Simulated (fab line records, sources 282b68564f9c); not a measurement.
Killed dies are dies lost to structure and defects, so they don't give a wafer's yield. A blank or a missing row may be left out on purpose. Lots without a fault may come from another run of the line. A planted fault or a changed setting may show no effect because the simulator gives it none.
A struck lot beside a sound one | flow rit_cmos | 15 steps out of a route of 202
Sound: wafers L615.1, L615.2, L615.3. Struck: wafers L622.1, L622.3, L622.4. The cause comes at the end.
At each step with rows: each side's tool, then ch and its chambers, then its first start. Under that, the readings that differ: sound wafers | struck wafers | difference of the means | sigmas: that difference in standard deviations of wafers without a fault.
alike: readings whose means differ by less than 2 such deviations, and words and numbers that are the same on both sides. not compared: withheld readings, readings that some wafer has no value for, bounds like >300 that may hide the same value, and numbers for which the record gives no deviation and whose values overlap.
The two part at a step that has a row with sigmas, a row that says differs or no value, or rows on one side only. Numbers that don't overlap but have no deviation are shown without sigmas and don't part them. A reading that every wafer of one side lacks parts them only if that side has two wafers or more.

first, 1 step without rows for these wafers: RIT_NRETRO_IMPLANT_08.
RIT_NRETRO_STRIP_09: strips in O2, time 180 s.
  sound on plasma_asher-01 ch 0,1, day 2 12:02; struck on plasma_asher-03 ch 0,1, day 4 00:08
  alike: chamber_pressure_mTorr, drypump_motor_current_A
  not compared: rf_hours_counter_h
RIT_NRETRO_TW_MEAS_10:
  sound on film_metro-02, day 2 12:13; struck on film_metro-01, day 4 00:18
  alike: NRETRO_TW
then, 6 steps without rows for these wafers: RIT_PRETRO_HMDS_00 (prime time 60 s); RIT_PRETRO_COAT_01 (resist thk 1300 nm); RIT_PRETRO_SOFTBAKE_02 (time 60 s); RIT_PRETRO_EXPOSE_03 (exposes mask M5, target cd 43700 nm); RIT_PRETRO_PEB_04; RIT_PRETRO_DEVELOP_05 (develop time 68 s).
RIT_PRETRO_OVL_MEAS_06:
  sound on overlay-01, day 2 13:09; struck on overlay-01, day 4 01:22
  alike: PRETRO_OVL
then, 2 steps without rows for these wafers: RIT_PRETRO_HARDBAKE_07 (time 120 s); RIT_PRETRO_IMPLANT_08.
RIT_PRETRO_STRIP_09: strips in O2, time 180 s.
  sound on plasma_asher-02 ch 0,1, day 2 13:35; struck on plasma_asher-03 ch 0,1, day 4 01:49
  no value came back on the struck wafers for chamber_pressure_mTorr (mTorr), drypump_motor_current_A (A); on the sound wafers chamber_pressure_mTorr (mTorr) reads 4001 4003 3997
  reading                                     | sound | struck         | difference | sigmas
  model.NOVOLAK_of_PRETRO_COAT_01.thk_nm (nm) | 0 0 0 | 1145 1145 1137 | +1142      |
  not compared: rf_hours_counter_h
RIT_PRETRO_TW_MEAS_10:
  sound on film_metro-01, day 2 13:46; struck on film_metro-01, day 4 01:59
  alike: PRETRO_TW
RIT_M1_PROBE_99:
  sound on prober-02, day 3 15:52; struck on prober-01, day 5 03:50
  reading             | sound  | struck      | difference | sigmas
  killed_at_front_end | 10 7 8 | 264 264 264 | +256       | +75
  killed_dies         | 11 7 8 | 264 264 264 | +255       | +75
  killed_on_rim       | 1 2 2  | 70 70 70    | +68        | +49
  alike: killed_at_contacts, killed_open, killed_short

WHERE THEY PART
First at RIT_PRETRO_STRIP_09; last, within this record, at RIT_M1_PROBE_99.

WHY: what the simulator had put in
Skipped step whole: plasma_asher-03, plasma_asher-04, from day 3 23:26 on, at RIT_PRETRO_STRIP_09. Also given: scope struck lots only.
